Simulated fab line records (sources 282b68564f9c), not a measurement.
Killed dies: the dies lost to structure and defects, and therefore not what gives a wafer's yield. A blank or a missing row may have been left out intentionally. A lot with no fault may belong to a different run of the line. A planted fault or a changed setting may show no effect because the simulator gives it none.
Which tool did it?    flow ritCmos    14 lots, 42 wafers sampled, at 2 steps of a route of 202

== WHAT THE GAUGES READ, wafer by wafer ==
No reading from a measuring or inspecting step in the record can be judged against a usual standard deviation.

== WHICH TOOL RAN EACH LOT (tool, then ch and the chambers of the sampled wafers, then the start) ==
lot   RIT_M1_STRIP_13                RIT_M1_PROBE_99
L166  wetBench-02 ch 2, day 3 09:05  -
L167  wetBench-04 ch 2, day 3 11:47  -
L170  wetBench-04 ch 2, day 4 07:08  -
L171  wetBench-02 ch 3, day 4 09:56  -
L173  wetBench-04 ch 2, day 4 18:38  prober-02, day 4 23:17
L174  wetBench-03 ch 0, day 5 05:29  prober-01, day 5 07:40
L176  wetBench-03 ch 2, day 5 13:41  -
L178  wetBench-02 ch 3, day 5 21:34  prober-01, day 6 00:21
L179  wetBench-02 ch 3, day 6 01:38  -
L181  wetBench-02 ch 3, day 6 14:35  -
L183  wetBench-02 ch 0, day 6 22:40  prober-02, day 7 00:47
L185  wetBench-04 ch 2, day 7 06:55  prober-02, day 7 09:18
L188  wetBench-04 ch 3, day 7 22:20  prober-01, day 8 00:28
L189  wetBench-04 ch 0, day 8 01:41  -
- RIT_M1_STRIP_13: strips in nmp, time 600 s.
- RIT_M1_PROBE_99

== AS READ BY THE TOOLS THEMSELVES (means over the sampled wafers that have a number; for cases with no such wafer, the mark the record gives instead) ==
RIT_M1_STRIP_13. Usual: runLengthS reads 627 s (standard deviation 3).
lot   tool         runLengthS (s)  flag
L166  wetBench-02  626             
L167  wetBench-04  626             
L170  wetBench-04  626             
L171  wetBench-02  624             
L173  wetBench-04  634             
L174  wetBench-03  634             
L176  wetBench-03  626             
L178  wetBench-02  625             
L179  wetBench-02  624             
L181  wetBench-02  772             OFF
L183  wetBench-02  774             OFF
L185  wetBench-04  627             
L188  wetBench-04  626             
L189  wetBench-04  625             

RIT_M1_PROBE_99. Usual: defectLimitedYield 97.4 %, standard deviation 1.1; killedAtContacts 0.1, standard deviation 0.27; killedAtFrontEnd 7, standard deviation 3; killedDies 7.0, standard deviation 3; killedOpen 3.5, standard deviation 2.1; killedShort 3.4, standard deviation 1.9; sort_bin_3_pad_short 0.1 %, standard deviation 0.19; sort_bin_5_function 1.4 %, standard deviation 0.77; sort_bin_6_memory 1.1 %, standard deviation 0.72; sortNPass 257.0, standard deviation 3; sortYieldPct 97.4 %, standard deviation 1.1.
lot   tool       defectLimitedYield (%)  killedAtContacts  killedAtFrontEnd  killedDies  killedOpen  killedShort  sort_bin_3_pad_short (%)  sort_bin_5_function (%)  sort_bin_6_memory (%)  sortNPass  sortYieldPct (%)  flag
L173  prober-02  97.1                    0.0               8                 7.7         3.3         4.3          0.1                       1.5                      1.3                    256.3      97.1              
L174  prober-01  97.5                    0.0               7                 6.7         3.3         3.3          0.1                       1.8                      0.6                    257.3      97.5              
L178  prober-01  97.8                    0.3               5                 5.7         4.0         1.7          0.1                       1.0                      1.0                    258.3      97.8              
L183  prober-02  97.5                    0.0               7                 6.7         4.0         2.7          0.0                       1.3                      1.3                    257.3      97.5              
L185  prober-02  98.0                    0.0               5                 5.3         2.7         2.7          0.1                       0.5                      1.4                    258.7      98.0              
L188  prober-01  97.4                    0.0               7                 6.7         3.7         3.0          0.0                       1.4                      1.2                    257.3      97.4              

== THE ANSWER, worked out from the rows above alone ==
Rule: a lot counts as off when the mean over its wafers that have a number is more than 3 standard deviations away from the usual mean. A lot without any number at a reading at which 4 lots or more have one is off too. Any other lot the step has rows for is counted as sound. First the gauges in route order, then the tools' own readings, where a lot's mean is used as printed above. The first step at which some lot is off is used, and at that step the reading that is off furthest; a lot without a number counts as furthest.
Off at RIT_M1_STRIP_13 (runLengthS): L181, L183.
A tool fits if, at that step or a process step before it, it ran every lot that is off, and no sound lot after the first of them. One fits: RIT_M1_STRIP_13 on wetBench-02. A fault onset in the window from L179 (day 6 01:38, its last sound lot) to L181 (day 6 14:35, its first lot off) fits.
The tool's own readings at RIT_M1_STRIP_13 bear it out: on the lots that are off they differ by more than 5 times the standard deviation of the sound lots' means. runLengthS reads 773 s there against 627 s on the sound lots.

== WHAT THE SIMULATOR PUT IN ==
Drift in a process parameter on wetBench-02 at RIT_M1_STRIP_13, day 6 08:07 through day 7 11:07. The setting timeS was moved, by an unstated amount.
Shown lots that were struck: L181, L183. The rule above found the same.
